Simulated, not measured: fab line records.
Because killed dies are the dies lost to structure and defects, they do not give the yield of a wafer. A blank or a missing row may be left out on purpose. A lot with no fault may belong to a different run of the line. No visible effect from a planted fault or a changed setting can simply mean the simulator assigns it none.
What tool caused it?	flow rit_cmos	13 lots with 39 wafers sampled at 4 steps, on a route of 202 steps

WHAT THE GAUGES SHOWED, per wafer
RIT_SDANNEAL_RS_MEAS_04: uses a four-point probe to measure.
lot	measured	on	PSD_RS (ohm/sq)
L233	day 3 08:26	film_metro-01	116.2 116.3 116.3
L235	day 3 17:04	film_metro-02	115.6 115.7 116.0
L234	day 3 17:48	film_metro-01	116.2 116.4 115.8
L236	day 4 05:04	film_metro-01	116.1 116.0 116.1
L237	day 4 11:31	film_metro-03	115.7 115.8 115.9
L238	day 4 14:13	film_metro-03	115.4 115.7 115.8
L239	day 4 14:28	film_metro-02	116.0 115.6 115.8
L242	day 5 11:49	film_metro-03	115.9 116.0 115.5
L246	day 6 10:26	film_metro-01	130.4 130.1 129.9
L248	day 6 22:57	film_metro-03	129.8 130.0 130.4
L251	day 7 12:11	film_metro-03	115.4 115.6 115.5
L253	day 7 18:44	film_metro-01	116.6 116.3 116.4
L255	day 8 09:26	film_metro-01	116.3 115.9 116.1

RIT_SDANNEAL_RS_MEAS_05: uses a four-point probe to measure.
lot	measured	on	NSD_RS (ohm/sq)
L233	day 3 08:33	film_metro-01	84.58 84.53 84.52
L235	day 3 17:11	film_metro-02	84.49 84.43 84.55
L234	day 3 17:55	film_metro-01	84.48 84.66 84.53
L236	day 4 05:11	film_metro-01	84.80 85.35 84.75
L237	day 4 11:38	film_metro-03	84.57 84.29 84.00
L238	day 4 14:20	film_metro-03	84.33 84.42 84.29
L239	day 4 14:35	film_metro-02	84.64 84.46 84.72
L242	day 5 11:56	film_metro-03	84.78 84.74 84.82
L246	day 6 10:34	film_metro-01	85.32 85.31 85.30
L248	day 6 23:04	film_metro-03	85.58 85.32 85.39
L251	day 7 12:18	film_metro-03	84.36 84.12 84.16
L253	day 7 18:51	film_metro-01	84.60 85.08 84.70
L255	day 8 09:34	film_metro-01	84.73 84.76 84.87

RIT_SDANNEAL_RS_MEAS_06: uses a four-point probe to measure.
lot	measured	on	PLDD_RS (ohm/sq)
L233	day 3 08:40	film_metro-01	179.3 179.7 179.1
L235	day 3 17:19	film_metro-02	178.3 178.6 178.3
L234	day 3 18:02	film_metro-01	179.0 179.0 178.3
L236	day 4 05:19	film_metro-01	179.0 179.1 179.1
L237	day 4 11:45	film_metro-03	178.4 178.6 178.4
L238	day 4 14:28	film_metro-03	178.4 178.3 178.1
L239	day 4 14:43	film_metro-02	178.7 178.8 178.8
L242	day 5 12:03	film_metro-03	178.0 178.5 177.9
L246	day 6 10:41	film_metro-01	194.7 194.3 194.4
L248	day 6 23:11	film_metro-03	193.5 194.0 194.4
L251	day 7 12:25	film_metro-03	178.2 178.0 178.3
L253	day 7 18:58	film_metro-01	179.0 178.9 178.7
L255	day 8 09:41	film_metro-01	178.4 178.9 179.0

WHAT TOOL EACH LOT RAN ON (gives the tool, then ch and the chambers of the sampled wafers, and finally the start)
lot	RIT_SDANNEAL_RTA_03
L233	rtp_anneal-02 ch 0, day 3 08:22
L235	rtp_anneal-01 ch 0, day 3 16:59
L234	rtp_anneal-02 ch 0, day 3 17:44
L236	rtp_anneal-01 ch 0, day 4 05:00
L237	rtp_anneal-02 ch 0, day 4 11:26
L238	rtp_anneal-01 ch 0, day 4 14:06
L239	rtp_anneal-02 ch 0, day 4 14:23
L242	rtp_anneal-01 ch 0, day 5 11:42
L246	rtp_anneal-01 ch 0, day 6 10:22
L248	rtp_anneal-01 ch 0, day 6 22:53
L251	rtp_anneal-02 ch 0, day 7 12:07
L253	rtp_anneal-02 ch 0, day 7 18:41
L255	rtp_anneal-02 ch 0, day 8 09:22
- RIT_SDANNEAL_RTA_03: time 5 s.

WHAT THE TOOLS THEMSELVES READ (means of the sampled wafers that have a number; where no wafer has one, the mark that the record gives instead)
RIT_SDANNEAL_RTA_03.
lot	tool	wafer_temp_C_max
L233	rtp_anneal-02	1055.8
L235	rtp_anneal-01	1052.9
L234	rtp_anneal-02	1052.9
L236	rtp_anneal-01	1053.4
L237	rtp_anneal-02	1052.7
L238	rtp_anneal-01	1054.7
L239	rtp_anneal-02	1052.4
L242	rtp_anneal-01	1052.8
L246	rtp_anneal-01	1034.4
L248	rtp_anneal-01	1032.6
L251	rtp_anneal-02	1053.0
L253	rtp_anneal-02	1054.7
L255	rtp_anneal-02	1053.9

THE ANSWER, worked out from the rows above alone
Rule: usual is defined by the lots themselves. Put in order of their means at a reading, lots are off if they are a third of the lots or fewer, leave a main group of 4 or more, and stand apart from it by a gap of 3 or more times the standard deviation of the main group's means; of several such gaps the widest counts. A main group whose means are all the same, to the digits that the tables above print for the reading, isn't used. A lot without any number at a reading at which 4 lots or more have one is off too. The other lots that the step has rows for count as sound. The gauges are gone through in route order, then the tools' own readings, and for those a lot's mean is taken as printed above. At the first step where some lot is off, the reading lying furthest off is the one used; lots without a number count as furthest.
Off: L246, L248, seen at RIT_SDANNEAL_RS_MEAS_04 (PSD_RS). Mean 115.9 ohm/sq and standard deviation 0.27 in the main group.
If a tool, at a process step before that reading, ran all the lots that are off and no sound lot after the first of them, it fits. The gauges at RIT_SDANNEAL_RS_MEAS_04 aren't tried: what is off there is off at RIT_SDANNEAL_RTA_03 too, on other tools, and a gauge's error can't cause that. One candidate fits, namely rtp_anneal-01 at RIT_SDANNEAL_RTA_03. A fault onset in the window from L242 (day 5 11:42, its last sound lot) to L246 (day 6 10:22, its first lot off) fits.
On the lots that are off, the tool's own readings at RIT_SDANNEAL_RTA_03 differ by more than 5 times the standard deviation of the sound lots' means, which bears it out; wafer_temp_C_max reads 1033.5 there versus 1053.6 on the sound lots.

WHAT THE SIMULATOR PUT IN
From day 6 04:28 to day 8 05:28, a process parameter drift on rtp_anneal-01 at RIT_SDANNEAL_RTA_03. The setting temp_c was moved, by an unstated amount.
Lots struck among those shown: L246, L248. The rule given above showed the same thing.
